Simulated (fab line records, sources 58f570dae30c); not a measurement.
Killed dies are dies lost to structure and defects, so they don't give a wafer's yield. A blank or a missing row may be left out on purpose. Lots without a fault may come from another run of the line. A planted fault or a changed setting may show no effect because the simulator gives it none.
Which tool did it? | flow berkeley_cmos170 | 14 lots, 42 wafers sampled, at 4 steps of a route of 331

WHAT THE GAUGES READ, wafer by wafer
UCB170_PWELL_THK_MEAS_03.
lot  | measured    | on            | PWELL_OXIDE_THK (nm)
L334 | day 2 23:15 | film_metro-02 | 26.6 26.7 27.0
L336 | day 3 14:27 | film_metro-02 | 27.4 27.4 27.4
L338 | day 4 11:37 | film_metro-01 | 26.7 26.4 26.6
L340 | day 4 20:28 | film_metro-02 | 21.9 21.2 21.0
L341 | day 4 20:29 | film_metro-01 | 20.2 20.8 20.3
L346 | day 6 04:34 | film_metro-04 | 26.2 26.5 26.3
L347 | day 6 04:35 | film_metro-02 | 26.2 26.3 26.4
L350 | day 6 23:49 | film_metro-04 | 27.0 27.2 27.3
L351 | day 6 23:49 | film_metro-02 | 26.0 26.6 26.4
L352 | day 7 07:48 | film_metro-02 | 26.2 26.1 26.2
L353 | day 7 07:48 | film_metro-04 | 26.8 27.2 26.6
L354 | day 7 12:22 | film_metro-04 | 27.1 27.0 27.2
L355 | day 7 12:22 | film_metro-01 | 27.0 26.5 26.6
L356 | day 7 18:53 | film_metro-01 | 27.4 27.4 26.6

UCB170_SDANNEAL_RS_MEAS_03: measures by four-point-probe.
lot  | measured     | on            | NSD_RS (ohm/sq)
L334 | day 8 11:47  | film_metro-02 | 37.15 37.38 37.18
L336 | day 8 11:02  | film_metro-02 | 37.20 37.09 37.19
L338 | day 9 22:25  | film_metro-02 | 37.18 37.31 37.29
L340 | day 9 22:14  | film_metro-03 | 37.34 37.35 37.37
L341 | day 9 22:46  | film_metro-03 | 37.23 37.29 37.23
L346 | day 11 01:50 | film_metro-02 | 37.16 37.13 37.22
L347 | day 12 02:19 | film_metro-03 | 37.39 37.25 37.21
L350 | day 12 03:12 | film_metro-02 | 37.09 37.21 37.05
L351 | day 12 02:39 | film_metro-01 | 37.24 37.27 37.25
L352 | day 12 10:04 | film_metro-02 | 37.44 37.32 37.39
L353 | day 12 10:49 | film_metro-02 | 37.23 37.37 37.23
L354 | day 12 10:20 | film_metro-03 | 37.17 37.19 37.37
L355 | day 12 10:31 | film_metro-01 | 37.40 37.42 37.38
L356 | day 13 06:56 | film_metro-02 | 37.18 37.23 37.23

UCB170_M3_OVL_MEAS_16.
lot  | measured     | on         | M3_OVL (nm)
L334 | day 9 12:08  | overlay-02 | -6 -4 4
L336 | day 9 12:59  | overlay-01 | 1 3 2
L338 | day 10 18:27 | overlay-02 | 7 8 9
L340 | day 10 21:43 | overlay-01 | -9 0 2
L341 | day 10 22:55 | overlay-02 | 6 6 10
L346 | day 11 19:50 | overlay-01 | 2 -3 -2
L347 | day 13 01:44 | overlay-01 | 3 0 4
L350 | day 13 10:35 | overlay-02 | -1 0 1
L351 | day 13 08:17 | overlay-02 | -2 -8 1
L352 | day 13 13:17 | overlay-01 | 4 -8 7
L353 | day 13 14:11 | overlay-01 | 18 11 16
L354 | day 13 18:10 | overlay-01 | -2 -1 1
L355 | day 13 17:49 | overlay-02 | 7 2 3
L356 | day 14 05:27 | overlay-02 | 6 10 8

WHICH TOOL RAN EACH LOT (tool, then ch and the chambers of the sampled wafers, then the start)
lot  | UCB170_PWELL_OXIDATION_02
L334 | furnace-02 ch 0, day 2 21:54
L336 | furnace-02 ch 0, day 3 13:06
L338 | furnace-04 ch 0, day 4 10:15
L340 | furnace-02 ch 0, day 4 19:07
L341 | furnace-02 ch 0, day 4 19:07
L346 | furnace-01 ch 0, day 6 03:13
L347 | furnace-01 ch 0, day 6 03:13
L350 | furnace-04 ch 0, day 6 22:28
L351 | furnace-04 ch 0, day 6 22:28
L352 | furnace-01 ch 0, day 7 06:27
L353 | furnace-01 ch 0, day 7 06:27
L354 | furnace-02 ch 0, day 7 11:01
L355 | furnace-02 ch 0, day 7 11:01
L356 | furnace-04 ch 0, day 7 17:31
- UCB170_PWELL_OXIDATION_02: target thk 26.4 nm, ox time 1260 s.

WHAT THE TOOLS THEMSELVES READ (means of the sampled wafers that have a number; where no wafer has one, the mark that the record gives instead)
UCB170_PWELL_OXIDATION_02.
lot  | tool       | spike_tc_centre_C (C) | spike_tc_load_C (C) | spike_tc_source_C (C) | tube_center_temp_C (C) | tube_center_temp_C_max | zone_power_source_pct (%)
L334 | furnace-02 | 1002.0                | 1029.1              | 1023.7                | 1000                   | 1002.6                 | 32.7
L336 | furnace-02 | 1003.1                | 1029.4              | 1024.1                | 1000                   | 1002.7                 | 33.0
L338 | furnace-04 | 1002.7                | 1031.5              | 1024.8                | 1000                   | 1002.5                 | 34.1
L340 | furnace-02 | 979.8                 | 1005.3              | 1001.0                | 977                    | 980.0                  | 30.8
L341 | furnace-02 | 979.5                 | 1005.9              | 1000.1                | 977                    | 979.7                  | 31.3
L346 | furnace-01 | 1003.3                | 1024.6              | 1026.5                | 1000                   | 1002.5                 | 33.3
L347 | furnace-01 | 1004.0                | 1022.8              | 1026.3                | 1000                   | 1002.5                 | 33.5
L350 | furnace-04 | 1002.2                | 1032.8              | 1024.6                | 1000                   | 1002.6                 | 34.3
L351 | furnace-04 | 1001.9                | 1032.2              | 1023.1                | 1000                   | 1002.3                 | 34.7
L352 | furnace-01 | 1004.3                | 1022.7              | 1026.5                | 1000                   | 1002.6                 | 33.4
L353 | furnace-01 | 1004.6                | 1023.4              | 1027.0                | 1000                   | 1002.7                 | 33.7
L354 | furnace-02 | 1002.5                | 1028.8              | 1023.4                | 1000                   | 1002.2                 | 33.0
L355 | furnace-02 | 1001.8                | 1029.8              | 1023.3                | 1000                   | 1002.7                 | 32.7
L356 | furnace-04 | 1002.6                | 1031.7              | 1023.3                | 1000                   | 1002.4                 | 33.7

THE ANSWER, worked out from the rows above alone
Rule: what is usual is taken from the lots themselves. Put in order of their means at a reading, lots are off if they are a third of the lots or fewer, leave a main group of 4 or more, and stand apart from it by a gap of 3 or more times the standard deviation of the main group's means; of several such gaps the widest counts. A main group whose means are all the same, to the digits that the tables above print for the reading, isn't used. A lot without any number at a reading at which 4 lots or more have one is off too. The other lots that the step has rows for count as sound. The gauges are gone through in route order, then the tools' own readings, and for those a lot's mean is taken as printed above. The first step at which some lot is off is used, and at that step the reading that is off furthest; a lot without a number counts as furthest.
Off: L340, L341, at UCB170_PWELL_THK_MEAS_03 (PWELL_OXIDE_THK). The main group: mean 26.7 nm, standard deviation 0.39.
A tool fits if, at a process step before that reading, it ran every lot that is off, and no sound lot after the first of them. The gauges at UCB170_PWELL_THK_MEAS_03 aren't tried: what is off there is off at UCB170_PWELL_OXIDATION_02 too, on other tools, and a gauge's error can't cause that. None of those tried fits.

WHAT THE SIMULATOR HAD PUT IN
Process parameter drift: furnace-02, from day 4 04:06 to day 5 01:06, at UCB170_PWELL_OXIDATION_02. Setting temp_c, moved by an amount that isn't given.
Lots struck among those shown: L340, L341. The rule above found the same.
